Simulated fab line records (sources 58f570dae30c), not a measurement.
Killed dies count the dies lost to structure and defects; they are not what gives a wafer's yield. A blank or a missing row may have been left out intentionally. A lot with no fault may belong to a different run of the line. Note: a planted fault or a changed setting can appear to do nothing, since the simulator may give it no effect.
Which tool was responsible? -- flow berkeley cmos170 -- 7 lots with 21 wafers sampled at 2 steps, on a route of 331 steps

== WHAT THE GAUGES READ, wafer by wafer ==
UCB170_V1_THK_MEAS_04.
lot,measured,on,V1_POLISHED_THK (nm)
L395,day 7 10:26,film metro-04,999.6 1001.7 1001.1
L396,day 7 18:01,film metro-03,998.7 999.4 998.6
L397,day 8 04:19,film metro-03,999.2 999.9 1000.4
L399,day 8 11:00,film metro-02,1001.4 926.0 998.7
L405,day 9 05:17,film metro-04,999.2 1001.2 998.8
L407,day 10 11:37,film metro-03,1000.0 1000.9 1001.2
L410,day 10 17:01,film metro-03,999.5 998.2 1000.2

== TOOL THAT RAN EACH LOT (tool first, then ch and the chambers of the sampled wafers, then the start) ==
lot,UCB170_V1_CMP_02
L395,"cmp-02 ch 0,2,3, day 7 10:07"
L396,"cmp-02 ch 1,2,3, day 7 17:39"
L397,"cmp-02 ch 0,1,3, day 8 03:53"
L399,"cmp-01 ch 0,1,2, day 8 10:43"
L405,"cmp-02 ch 0,1, day 9 04:54"
L407,"cmp-02 ch 0,1,2, day 10 11:14"
L410,"cmp-02 ch 1,3, day 10 16:39"
- UCB170_V1_CMP_02: polishes SiO2.

== THE ANSWER, worked out from the rows above alone ==
Rule: what is usual is taken from the lots themselves. Put in order of their means at a reading, lots are off if they are a third of the lots or fewer, leave a main group of 4 or more, and stand apart from it by a gap of 3 or more times the standard deviation of the main group's means; of several such gaps the widest counts. If all means in a main group match to the digits the tables above print for the reading, that group is not used. Also off: a lot with no number at a reading for which 4 or more lots have one. The other lots that the step has rows for count as sound.
Off: L399, at UCB170_V1_THK_MEAS_04 (V1_POLISHED_THK). The main group: mean 999.9 nm, standard deviation 0.69.
A tool fits if, at a process step before that reading, it ran every lot that is off, and no sound lot after the first of them. Those tools and the gauges at UCB170_V1_THK_MEAS_04 are tried in the same way. Can't be told from this: 2 tools fit, cmp-01 at UCB170_V1_CMP_02, film metro-02 at UCB170_V1_THK_MEAS_04.

== WHAT THE SIMULATOR HAD PUT IN ==
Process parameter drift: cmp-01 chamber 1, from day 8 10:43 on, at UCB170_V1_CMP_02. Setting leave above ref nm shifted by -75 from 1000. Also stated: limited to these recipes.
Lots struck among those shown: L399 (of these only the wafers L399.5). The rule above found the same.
